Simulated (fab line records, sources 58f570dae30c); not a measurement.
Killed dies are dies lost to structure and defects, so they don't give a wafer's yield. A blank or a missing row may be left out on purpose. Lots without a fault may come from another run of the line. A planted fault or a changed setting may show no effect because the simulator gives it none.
Which tool did it? | flow berkeley_cmos170 | 14 lots, 42 wafers sampled, at 6 steps of a route of 331

WHAT THE GAUGES READ, wafer by wafer
UCB170_SDANNEAL_RS_MEAS_05: measures by four-point-probe. Usual: NLDD_RS 617.2 ohm/sq, standard deviation 1.5.
lot  | measured     | on            | NLDD_RS (ohm/sq)  | flag
L265 | day 6 12:52  | film_metro-03 | 617.1 618.1 617.3 |
L267 | day 6 19:07  | film_metro-04 | 616.9 617.6 617.3 |
L268 | day 7 09:15  | film_metro-04 | 617.5 616.4 618.0 |
L269 | day 7 10:20  | film_metro-04 | 619.4 620.0 617.4 |
L270 | day 7 10:43  | film_metro-03 | 619.1 618.2 620.0 |
L271 | day 7 21:53  | film_metro-02 | 617.3 618.0 615.6 |
L276 | day 9 03:58  | film_metro-04 | 616.9 616.9 618.0 |
L278 | day 9 14:31  | film_metro-03 | 618.4 618.8 616.8 |
L279 | day 9 23:47  | film_metro-02 | 615.2 617.0 616.0 |
L280 | day 9 23:49  | film_metro-04 | 616.8 616.4 616.1 |
L283 | day 10 17:02 | film_metro-02 | 616.3 617.9 618.0 |
L284 | day 10 17:12 | film_metro-04 | 616.3 614.8 613.4 |
L286 | day 11 05:49 | film_metro-03 | 619.4 619.1 620.3 |
L288 | day 11 09:52 | film_metro-03 | 618.6 619.7 619.0 |

UCB170_CONTACT_CD_MEAS_90: target cd 700 nm. Usual: cd_nm 699.2 nm, standard deviation 1.5.
lot  | measured     | on        | cd_nm (nm)        | flag
L265 | day 6 19:38  | cd_sem-01 | 700.1 700.6 701.4 |
L267 | day 7 00:28  | cd_sem-02 | 699.3 699.1 698.2 |
L268 | day 7 15:30  | cd_sem-01 | 698.5 700.7 699.7 |
L269 | day 7 16:53  | cd_sem-01 | 696.2 697.9 694.3 |
L270 | day 7 17:08  | cd_sem-02 | 700.3 699.1 700.4 |
L271 | day 8 02:57  | cd_sem-01 | 698.1 697.9 696.6 |
L276 | day 9 09:55  | cd_sem-01 | 698.6 699.4 700.1 |
L278 | day 9 19:23  | cd_sem-01 | 697.9 697.6 698.1 |
L279 | day 10 05:18 | cd_sem-01 | 699.4 700.8 698.8 |
L280 | day 10 05:11 | cd_sem-02 | 701.2 700.1 700.6 |
L283 | day 11 00:18 | cd_sem-01 | 700.3 699.0 698.4 |
L284 | day 11 00:26 | cd_sem-02 | 698.3 697.9 699.3 |
L286 | day 11 11:13 | cd_sem-02 | 700.1 699.8 698.8 |
L288 | day 11 14:58 | cd_sem-01 | 701.6 699.3 702.6 |

UCB170_V1_CD_MEAS_90: target cd 700 nm. Usual: cd_nm 700.3 nm, standard deviation 1.5.
lot  | measured     | on        | cd_nm (nm)        | flag
L265 | day 7 06:02  | cd_sem-01 | 703.3 700.3 703.6 |
L267 | day 7 10:08  | cd_sem-01 | 701.0 700.2 699.8 |
L268 | day 8 05:57  | cd_sem-01 | 697.8 697.9 697.8 |
L269 | day 8 05:27  | cd_sem-02 | 704.3 704.2 701.5 |
L270 | day 8 05:44  | cd_sem-02 | 699.0 698.7 699.5 |
L271 | day 8 14:37  | cd_sem-02 | 700.3 699.9 701.3 |
L276 | day 9 21:10  | cd_sem-02 | 698.1 699.5 700.0 |
L278 | day 10 03:25 | cd_sem-02 | 702.7 699.0 699.4 |
L279 | day 10 15:10 | cd_sem-01 | 701.0 705.5 703.7 |
L280 | day 10 14:26 | cd_sem-01 | 699.1 697.6 699.0 |
L283 | day 11 11:06 | cd_sem-01 | 701.5 701.0 701.3 |
L284 | day 11 10:31 | cd_sem-02 | 701.3 700.0 699.1 |
L286 | day 11 19:35 | cd_sem-01 | 702.5 703.6 700.5 |
L288 | day 11 23:26 | cd_sem-01 | 700.8 700.3 700.8 |

WHICH TOOL RAN EACH LOT (tool, then ch and the chambers of the sampled wafers, then the start)
lot  | UCB170_V1_CVD_00                | UCB170_V1_ETCH_14                  | UCB170_V1_STRIP_15
L265 | pecvd-02 ch 0,1, day 7 02:20    | rie_diel-04 ch 0,3, day 7 05:43    | plasma_asher-02 ch 0,1, day 7 05:55
L267 | pecvd-01 ch 0,1,2, day 7 06:22  | rie_diel-02 ch 1,3, day 7 09:44    | plasma_asher-01 ch 0,1, day 7 10:01
L268 | pecvd-02 ch 0,1,2, day 8 02:01  | rie_diel-04 ch 0,1,2, day 8 05:40  | plasma_asher-01 ch 0, day 8 05:51
L269 | pecvd-03 ch 0,1, day 8 02:01    | rie_diel-04 ch 0,1, day 8 05:08    | plasma_asher-03 ch 0,1, day 8 05:20
L270 | pecvd-01 ch 0,1, day 8 02:01    | rie_diel-03 ch 1,3, day 8 05:26    | plasma_asher-02 ch 0,1, day 8 05:37
L271 | pecvd-03 ch 1,2, day 8 08:41    | rie_diel-03 ch 0,3, day 8 14:17    | plasma_asher-01 ch 0,1, day 8 14:29
L276 | pecvd-02 ch 0,1,2, day 9 16:59  | rie_diel-02 ch 0,3, day 9 20:52    | plasma_asher-02 ch 0,1, day 9 21:02
L278 | pecvd-01 ch 0,2, day 10 01:06   | rie_diel-04 ch 0,1,2, day 10 03:08 | plasma_asher-02 ch 0,1, day 10 03:19
L279 | pecvd-01 ch 0,2, day 10 11:26   | rie_diel-04 ch 0,1,2, day 10 14:53 | plasma_asher-02 ch 0,1, day 10 15:04
L280 | pecvd-02 ch 0,1,2, day 10 11:26 | rie_diel-03 ch 0,1,3, day 10 14:07 | plasma_asher-01 ch 0,1, day 10 14:20
L283 | pecvd-03 ch 0,1,2, day 11 06:17 | rie_diel-02 ch 2,3, day 11 10:47   | plasma_asher-03 ch 0,1, day 11 10:59
L284 | pecvd-03 ch 0,1,2, day 11 06:27 | rie_diel-03 ch 0,1,2, day 11 10:14 | plasma_asher-02 ch 0,1, day 11 10:25
L286 | pecvd-02 ch 0,1,2, day 11 16:53 | rie_diel-02 ch 0,2,3, day 11 19:18 | plasma_asher-03 ch 0,1, day 11 19:29
L288 | pecvd-01 ch 0,2, day 11 21:13   | rie_diel-03 ch 0,3, day 11 23:08   | plasma_asher-02 ch 0,1, day 11 23:19
- UCB170_V1_CVD_00: deposits SiO2 from TEOS/O2, target thk 2000 nm, time 250 s.
- UCB170_V1_ETCH_14: etches SiO2 in CHF3/CF4/Ar, stops on Al, target depth 1250 nm, time 291 s.
- UCB170_V1_STRIP_15: strips in O2.

WHAT THE TOOLS THEMSELVES READ (means of the sampled wafers that have a number; where no wafer has one, the mark that the record gives instead)
UCB170_V1_CVD_00. Usual: heater_power_w 221 W, standard deviation 50; rf_fwd_power_W 548.6 W, standard deviation 1.9.
lot  | tool     | heater_power_w (W) | rf_fwd_power_W (W) | flag
L265 | pecvd-02 | 239                | 548.7              |
L267 | pecvd-01 | 210                | 549.3              |
L268 | pecvd-02 | 274                | 547.1              |
L269 | pecvd-03 | 174                | 547.8              |
L270 | pecvd-01 | 220                | 549.4              |
L271 | pecvd-03 | 212                | 550.3              |
L276 | pecvd-02 | 254                | 548.2              |
L278 | pecvd-01 | 213                | 547.9              |
L279 | pecvd-01 | 268                | 545.3              |
L280 | pecvd-02 | 216                | 547.9              |
L283 | pecvd-03 | 215                | 550.2              |
L284 | pecvd-03 | 207                | 547.6              |
L286 | pecvd-02 | 260                | 547.1              |
L288 | pecvd-01 | 218                | 548.1              |

UCB170_V1_ETCH_14. Usual: drypump_motor_current_A 5.6 A, standard deviation 0.43; oes_product_au 0.880 a.u., standard deviation 0.0094; rf_fwd_power_W 698.3 W, standard deviation 2.3; throttle_valve_pct 6.94 %, standard deviation 0.13.
lot  | tool        | drypump_motor_current_A (A) | oes_product_au (a.u.) | rf_fwd_power_W (W) | throttle_valve_pct (%) | flag
L265 | rie_diel-04 | 5.7                         | 0.883                 | 698.9              | 6.92                   |
L267 | rie_diel-02 | 5.4                         | 0.879                 | 698.5              | 6.76                   |
L268 | rie_diel-04 | 5.8                         | 0.877                 | 701.0              | 6.99                   |
L269 | rie_diel-04 | 5.9                         | 0.882                 | 700.5              | 6.93                   |
L270 | rie_diel-03 | 5.7                         | 0.890                 | 698.8              | 7.11                   |
L271 | rie_diel-03 | 5.2                         | 0.873                 | 696.0              | 6.93                   |
L276 | rie_diel-02 | 5.5                         | 0.882                 | 699.3              | 6.89                   |
L278 | rie_diel-04 | 5.8                         | 0.882                 | 697.2              | 6.99                   |
L279 | rie_diel-04 | 5.8                         | 0.876                 | 698.3              | 6.99                   |
L280 | rie_diel-03 | 5.5                         | 0.876                 | 698.4              | 7.02                   |
L283 | rie_diel-02 | 6.3                         | 0.871                 | 697.8              | 6.86                   |
L284 | rie_diel-03 | 5.5                         | 0.882                 | 698.3              | 6.90                   |
L286 | rie_diel-02 | 6.0                         | 0.872                 | 698.6              | 6.92                   |
L288 | rie_diel-03 | 5.6                         | 0.873                 | 698.5              | 6.98                   |

UCB170_V1_STRIP_15. Usual: drypump_motor_current_A 5.7 A, standard deviation 0.46; oes_product_au 0.722 a.u., standard deviation 0.0049; strip_time_to_endpoint_s 15.33 s, standard deviation 0.11.
lot  | tool            | drypump_motor_current_A (A) | oes_product_au (a.u.) | strip_time_to_endpoint_s (s) | flag
L265 | plasma_asher-02 | 5.5                         | 0.716                 | 15.26                        |
L267 | plasma_asher-01 | 5.7                         | 0.728                 | 15.43                        |
L268 | plasma_asher-01 | 6.6                         | 0.724                 | 15.30                        |
L269 | plasma_asher-03 | 5.9                         | 0.721                 | 15.30                        |
L270 | plasma_asher-02 | 5.4                         | 0.723                 | 15.40                        |
L271 | plasma_asher-01 | 5.7                         | 0.725                 | 15.46                        |
L276 | plasma_asher-02 | 5.6                         | 0.724                 | 15.48                        |
L278 | plasma_asher-02 | 5.5                         | 0.724                 | 14.58                        | OFF
L279 | plasma_asher-02 | 5.4                         | 0.722                 | 14.53                        | OFF
L280 | plasma_asher-01 | 5.7                         | 0.717                 | 15.27                        |
L283 | plasma_asher-03 | 5.7                         | 0.724                 | 15.48                        |
L284 | plasma_asher-02 | 5.7                         | 0.722                 | 15.25                        |
L286 | plasma_asher-03 | 5.9                         | 0.720                 | 15.34                        |
L288 | plasma_asher-02 | 5.4                         | 0.720                 | 15.34                        |

THE ANSWER, worked out from the rows above alone
Rule: a lot is off if the mean of its wafers that have a number lies more than 3 standard deviations from the usual mean. A lot without any number at a reading at which 4 lots or more have one is off too. The other lots that the step has rows for count as sound. The gauges are gone through in route order, then the tools' own readings, and for those a lot's mean is taken as printed above. The first step at which some lot is off is used, and at that step the reading that is off furthest; a lot without a number counts as furthest.
Off: L278, L279, at UCB170_V1_STRIP_15 (strip_time_to_endpoint_s).
A tool fits if, at that step or a process step before it, it ran every lot that is off, and no sound lot after the first of them. One fits: rie_diel-04 at UCB170_V1_ETCH_14. Its last sound lot is L268 (day 8 05:40), its first lot that is off L278 (day 10 03:08): a fault that began between those two fits.

WHAT THE SIMULATOR HAD PUT IN
Process parameter drift: rie_diel-04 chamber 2, from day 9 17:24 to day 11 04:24, at UCB170_V1_ETCH_14. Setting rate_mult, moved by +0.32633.
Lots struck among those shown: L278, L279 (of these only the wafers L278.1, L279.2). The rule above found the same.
